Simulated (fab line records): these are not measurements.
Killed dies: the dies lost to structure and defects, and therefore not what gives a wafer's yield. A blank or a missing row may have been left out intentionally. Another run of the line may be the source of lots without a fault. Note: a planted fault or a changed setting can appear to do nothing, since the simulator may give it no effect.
Check for tools in common	flow ritCmos	14 lots, 42 wafers sampled

## REASON FOR OPENING
At RIT_REOX_THK_MEAS_04 the reading REOX_OXIDE_THK is flagged on 2 of 14 lots. Fault-free wafers read 25.4 nm, with a standard deviation of 0.5.
Rule: flag the lot when none of its wafers has a number, or when each of its wafers that has one lies beyond 4 standard deviations from that mean. All remaining lots are regarded as sound.

lot	measured	on	REOX_OXIDE_THK (nm), wafer by wafer	flag
L954	day 2 17:42	filmMetro-02	24.8 24.5 24.6	
L955	day 2 20:40	filmMetro-03	25.5 25.1 25.3	
L956	day 3 03:47	filmMetro-01	25.3 25.2 25.1	
L957	day 3 07:45	filmMetro-02	29.0 28.6 29.0	FLAGGED
L961	day 4 03:59	filmMetro-03	25.7 25.7 25.1	
L962	day 4 07:46	filmMetro-02	29.3 29.1 29.3	FLAGGED
L966	day 5 03:54	filmMetro-03	24.7 25.9 25.0	
L969	day 5 18:58	filmMetro-02	25.0 25.5 25.2	
L972	day 6 11:01	filmMetro-01	24.8 24.8 24.8	
L973	day 6 15:55	filmMetro-02	26.1 26.2 26.1	
L974	day 6 22:40	filmMetro-01	26.2 26.1 26.1	
L975	day 7 03:13	filmMetro-02	26.0 26.3 26.0	
L976	day 7 08:16	filmMetro-01	25.0 25.4 25.2	
L977	day 7 15:37	filmMetro-01	25.2 24.6 24.9	
The numbers of the flagged lots are 29.1 nm on average: +3.7 nm against the usual, or +7 standard deviations.

## TOOL THAT RAN EACH LOT
The record keeps 1 process step preceding the reading, out of 202 steps on the route. Read each cell as the tool, then ch plus the chambers that the sampled wafers visited, then the start.
lot	flag	RIT_REOX_OXIDATION_03
L954		furnace-03 ch 0, day 2 15:09
L955		furnace-03 ch 0, day 2 18:06
L956		furnace-04 ch 0, day 3 01:14
L957	FLAGGED	furnace-03 ch 0, day 3 05:12
L961		furnace-04 ch 0, day 4 01:26
L962	FLAGGED	furnace-03 ch 0, day 4 05:13
L966		furnace-04 ch 0, day 5 01:21
L969		furnace-04 ch 0, day 5 16:25
L972		furnace-01 ch 0, day 6 08:27
L973		furnace-03 ch 0, day 6 13:22
L974		furnace-03 ch 0, day 6 20:07
L975		furnace-04 ch 0, day 7 00:40
L976		furnace-01 ch 0, day 7 05:43
L977		furnace-04 ch 0, day 7 13:03
What the steps here do:
- RIT_REOX_OXIDATION_03: target thk 25.2 nm, ox time 5580 s.
- RIT_REOX_THK_MEAS_04

## FLAGGED AGAINST TOTAL, ONE TOOL AT A TIME (gauges that did the reading follow at the end)
step	tool	lots run	flagged	share of the flagged lots	sound lots run after its first flagged lot
RIT_REOX_OXIDATION_03	furnace-01	2	0	none	-
RIT_REOX_OXIDATION_03	furnace-03	6	2	all	2 (L973,L974)
RIT_REOX_OXIDATION_03	furnace-04	6	0	none	-
RIT_REOX_THK_MEAS_04	filmMetro-01	5	0	none	-
RIT_REOX_THK_MEAS_04	filmMetro-02	6	2	all	3 (L969,L973,L975)
RIT_REOX_THK_MEAS_04	filmMetro-03	3	0	none	-

## WHAT IS ALLOWED BY THE TABLE
In 2 table rows, all flagged lots were run: furnace-03 (RIT_REOX_OXIDATION_03), filmMetro-02 (RIT_REOX_THK_MEAS_04).
- furnace-03 at RIT_REOX_OXIDATION_03 ran 6 lots, 2 of them flagged. Sound lots ran on it after the first flagged one (L973, L974), which a lasting fault on the whole tool wouldn't allow.
- filmMetro-02 at RIT_REOX_THK_MEAS_04 ran 6 lots, 2 of them flagged. Sound lots ran on it after the first flagged one (L969, L973, L975), which a lasting fault on the whole tool wouldn't allow.
Every row of the table either missed a flagged lot or ran a sound lot after the first.

## WHAT WAS PUT IN BY THE SIMULATOR
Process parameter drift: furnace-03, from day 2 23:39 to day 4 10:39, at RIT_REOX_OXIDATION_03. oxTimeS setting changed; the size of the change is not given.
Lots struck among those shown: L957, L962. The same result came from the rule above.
